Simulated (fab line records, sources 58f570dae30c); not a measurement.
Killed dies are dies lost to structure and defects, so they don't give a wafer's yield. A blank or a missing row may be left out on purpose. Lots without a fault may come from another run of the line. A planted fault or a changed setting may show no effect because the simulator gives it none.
Split-lot experiment | flow berkeley_cmos170 | 5 lots, 23 wafers read, on a route of 331 steps

THE SPLIT
At UCB170_FIELD_OXIDATION_01 (target thk 558.3 nm, ox time 7200 s), the setting temp_c was moved away from the recipe's 1000 C on 20 of the 23 wafers read, by -2.4% to +1.7%. The other wafers ran this setting at the recipe's value.

FROM THE SPLIT TO THE READING: what the file shows between them, 14 steps
- UCB170_FIELD_THK_MEAS_02
- UCB170_FIELD_ANNEAL_03: time 1200 s
- UCB170_FIELD_WET_ETCH_04: etches SiO2 in dHF, time 60 s
- UCB170_FIELD_WET_ETCH_05: etches Si3N4 in H3PO4, time 12600 s
- UCB170_FIELD_WET_ETCH_06: etches SiO2 in BOE, time 22 s
- UCB170_FIELD_THK_MEAS_90
- UCB170_NVT_COAT_01: resist thk 900 nm (also split here: spin_rpm)
- UCB170_NVT_PEB_04 (also split here: peb_temp_c)
- UCB170_NVT_DEVELOP_05: develop time 45 s
- UCB170_NVT_IMPLANT_07
- UCB170_NVT_STRIP_08: strips in O2
- UCB170_PVT_IMPLANT_07 (also split here: dose_cm2)
- UCB170_PVT_STRIP_08: strips in O2
- UCB170_GATE_WET_ETCH_00: etches SiO2 in dHF, time 200 s

THE READING
FIELD_OXIDE_LEFT_2_THK, in nm, at UCB170_FIELD_THK_MEAS_91. Fault-free wafers of this fab line usually give 355 nm, standard deviation 9.2 nm.

wafer  | tool, chamber at the split | temp_c as run, C | against the recipe | FIELD_OXIDE_LEFT_2_THK, nm | against lot-mates on the recipe
L074.1 | -, -                       | 1017             | +1.7%              | 410                        | no lot-mate on the recipe
L074.2 | -, -                       | 1017             | +1.7%              | 425                        | no lot-mate on the recipe
L074.3 | -, -                       | 1017             | +1.7%              | 418                        | no lot-mate on the recipe
L074.4 | -, -                       | 1017             | +1.7%              | 419                        | no lot-mate on the recipe
L074.6 | -, -                       | 1017             | +1.7%              | 409                        | no lot-mate on the recipe
L078.1 | -, -                       | 975.7            | -2.4%              | 265                        | no lot-mate on the recipe
L078.2 | -, -                       | 975.7            | -2.4%              | 273                        | no lot-mate on the recipe
L078.3 | -, -                       | 975.7            | -2.4%              | 276                        | no lot-mate on the recipe
L078.4 | -, -                       | 975.7            | -2.4%              | 270                        | no lot-mate on the recipe
L078.5 | -, -                       | 975.7            | -2.4%              | 274                        | no lot-mate on the recipe
L081.3 | furnace-02, 0              | 1000             | recipe             | 349                        | -
L081.5 | furnace-02, 0              | 1000             | recipe             | 337                        | -
L081.6 | furnace-02, 0              | 1000             | recipe             | 334                        | -
L083.1 | -, -                       | 980.5            | -1.9%              | 281                        | no lot-mate on the recipe
L083.3 | -, -                       | 980.5            | -1.9%              | 294                        | no lot-mate on the recipe
L083.4 | -, -                       | 980.5            | -1.9%              | 293                        | no lot-mate on the recipe
L083.5 | -, -                       | 980.5            | -1.9%              | 287                        | no lot-mate on the recipe
L083.6 | -, -                       | 980.5            | -1.9%              | 289                        | no lot-mate on the recipe
L084.2 | -, -                       | 1010             | +1.0%              | 383                        | no lot-mate on the recipe
L084.3 | -, -                       | 1010             | +1.0%              | 395                        | no lot-mate on the recipe
L084.4 | -, -                       | 1010             | +1.0%              | 392                        | no lot-mate on the recipe
L084.5 | -, -                       | 1010             | +1.0%              | 390                        | no lot-mate on the recipe
L084.6 | -, -                       | 1010             | +1.0%              | 390                        | no lot-mate on the recipe

THE FIT
A straight line over all 23 wafers: FIELD_OXIDE_LEFT_2_THK changes by +34.5 nm for each +1% of temp_c; r = +0.99; the points scatter about the line by 7.7 nm.
Too few moved wafers have a lot-mate on the recipe to fit a line with each lot's own level taken away.

THE WHOLE CHAIN: every reading that the file lists as answering this split, in the file's order
step                      | what it does                        | reading                                                                            | change (the file's fit)              | r (the file's)
UCB170_FIELD_OXIDATION_01 | target thk 558.3 nm, ox time 7200 s | SiO2_of_FIELD_OXIDATION_01.thk_nm (the simulator's own value, which no gauge read) | +34.4 nm for each +1% of the setting | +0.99
UCB170_FIELD_THK_MEAS_02  |                                     | FIELD_OXIDE_THK                                                                    | +34.4 for each +1% of the setting    | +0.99
UCB170_FIELD_THK_MEAS_90  |                                     | FIELD_OXIDE_LEFT_1_THK                                                             | +34.3 for each +1% of the setting    | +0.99
UCB170_FIELD_THK_MEAS_91  |                                     | FIELD_OXIDE_LEFT_2_THK                                                             | +34.5 for each +1% of the setting    | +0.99

THE FILE'S OWN FIT
FIELD_OXIDE_LEFT_2_THK changes by +34.5 nm for each +1% of temp_c, r = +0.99.
